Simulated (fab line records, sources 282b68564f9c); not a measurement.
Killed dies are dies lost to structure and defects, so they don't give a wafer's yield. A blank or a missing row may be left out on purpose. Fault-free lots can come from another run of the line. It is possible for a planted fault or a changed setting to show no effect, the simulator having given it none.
Split-lot trial | flow rit_cmos | on a route of 202 steps: 5 lots, 23 wafers read

== ON THE SPLIT ==
At RIT_PWELL_IMPLANT_08, the setting dose_cm2 was moved away from the recipe's 7e+13 on 8 of the 23 wafers read, by -6.8% to -2.7%. All remaining wafers had this setting at the recipe value.

== FROM THE SPLIT TO THE READING: what the file shows between them, 3 steps ==
- RIT_PWELL_STRIP_09: strips in O2, time 180 s
- RIT_PWELL_TW_MEAS_10
- RIT_WELLDRIVE_ANNEAL_00: time 14700 s

== THE READING ==
PWELL_RS in ohm/sq, measured at RIT_WELLDRIVE_RS_MEAS_02 by four-point-probe. Fault-free wafers of this fab line usually give 429.4 ohm/sq, standard deviation 1.3 ohm/sq.

wafer  | tool, chamber at the split | dose_cm2 as run | against the recipe | PWELL_RS, ohm/sq | against lot-mates on the recipe
L076.2 | implanter-03, 0            | 7e+13           | recipe             | 428.8            | -
L076.3 | implanter-03, 0            | 6.809e+13       | -2.7%              | 436.1            | +6.7
L076.4 | implanter-03, 0            | 7e+13           | recipe             | 430.0            | -
L076.5 | implanter-03, 0            | 6.809e+13       | -2.7%              | 436.2            | +6.8
L076.6 | implanter-03, 0            | 6.809e+13       | -2.7%              | 435.5            | +6.1
L077.1 | implanter-01, 0            | 6.543e+13       | -6.5%              | 445.8            | +17.9
L077.2 | implanter-01, 0            | 7e+13           | recipe             | 426.8            | -
L077.3 | implanter-01, 0            | 7e+13           | recipe             | 427.8            | -
L077.4 | implanter-01, 0            | 7e+13           | recipe             | 429.0            | -
L077.6 | implanter-01, 0            | 6.543e+13       | -6.5%              | 446.7            | +18.8
L079.1 | implanter-01, 0            | 6.524e+13       | -6.8%              | 447.8            | +19.4
L079.2 | implanter-01, 0            | 6.524e+13       | -6.8%              | 448.2            | +19.8
L079.3 | implanter-01, 0            | 6.524e+13       | -6.8%              | 449.7            | +21.3
L079.5 | implanter-01, 0            | 7e+13           | recipe             | 428.7            | -
L079.6 | implanter-01, 0            | 7e+13           | recipe             | 428.1            | -
L081.1 | implanter-01, 0            | 7e+13           | recipe             | 431.8            | -
L081.3 | implanter-01, 0            | 7e+13           | recipe             | 432.3            | -
L081.4 | implanter-01, 0            | 7e+13           | recipe             | 432.2            | -
L081.5 | implanter-01, 0            | 7e+13           | recipe             | 432.7            | -
L081.6 | implanter-01, 0            | 7e+13           | recipe             | 432.2            | -
L084.2 | implanter-01, 0            | 7e+13           | recipe             | 430.4            | -
L084.4 | implanter-01, 0            | 7e+13           | recipe             | 430.5            | -
L084.6 | implanter-01, 0            | 7e+13           | recipe             | 429.5            | -

FIT RESULTS
A straight line over all 23 wafers: PWELL_RS changes by -2.61 ohm/sq for each +1% of dose_cm2; r = -0.98; the points scatter about the line by 1.7 ohm/sq.
The same after taking each lot's own level away (the mean of its wafers on the recipe; 23 wafers): -2.89 ohm/sq for each +1%; r = -1.00; scatter 0.79 ohm/sq.
The reading moves by 20 ohm/sq for the largest change in dose_cm2, on that fit.
The lots' own levels span 427.87 to 432.24 ohm/sq, that is 3.4 times the standard deviation above.
The two slopes are in agreement: the lot-to-lot level therefore moves the slope only a little.
Check: with one of the wafers moved furthest among these (-6.8%) left out of the fit, the line predicts +19.5 ohm/sq for it against its lot-mates. It came out at +19.4 ohm/sq against them.

== ADDITIONAL SPLITS CARRIED BY THESE WAFERS ==
These wafers also went through other splits before the reading. Each is held against what the fit with the lots' levels taken away leaves over:
other split on the same wafers  | wafers away from the commonest value | r with PWELL_RS (lot level and that fit taken away)
RIT_ACTIVE_CVD_03 temp_c        | 18                                   | -0.40
RIT_ACTIVE_ETCH_13 time_s       | 9                                    | +0.28
RIT_FOX1_OXIDATION_00 ox_time_s | 15                                   | -0.26
RIT_NWELL_COAT_01 spin_rpm      | 11                                   | +0.30
RIT_PWELL_COAT_01 resist_thk_nm | 10                                   | -0.38

== THE WHOLE CHAIN: every reading that the file lists as answering this split, in the file's order ==
step                     | what it does                 | reading  | change (the file's fit)           | r (the file's)
RIT_PWELL_TW_MEAS_10     |                              | PWELL_TW | +3.39 for each +1% of the setting | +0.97
RIT_WELLDRIVE_RS_MEAS_02 | measures by four-point-probe | PWELL_RS | -2.85 for each +1% of the setting | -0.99

== THE FILE'S OWN FIT ==
PWELL_RS changes by -2.85 ohm/sq for each +1% of dose_cm2, r = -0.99.
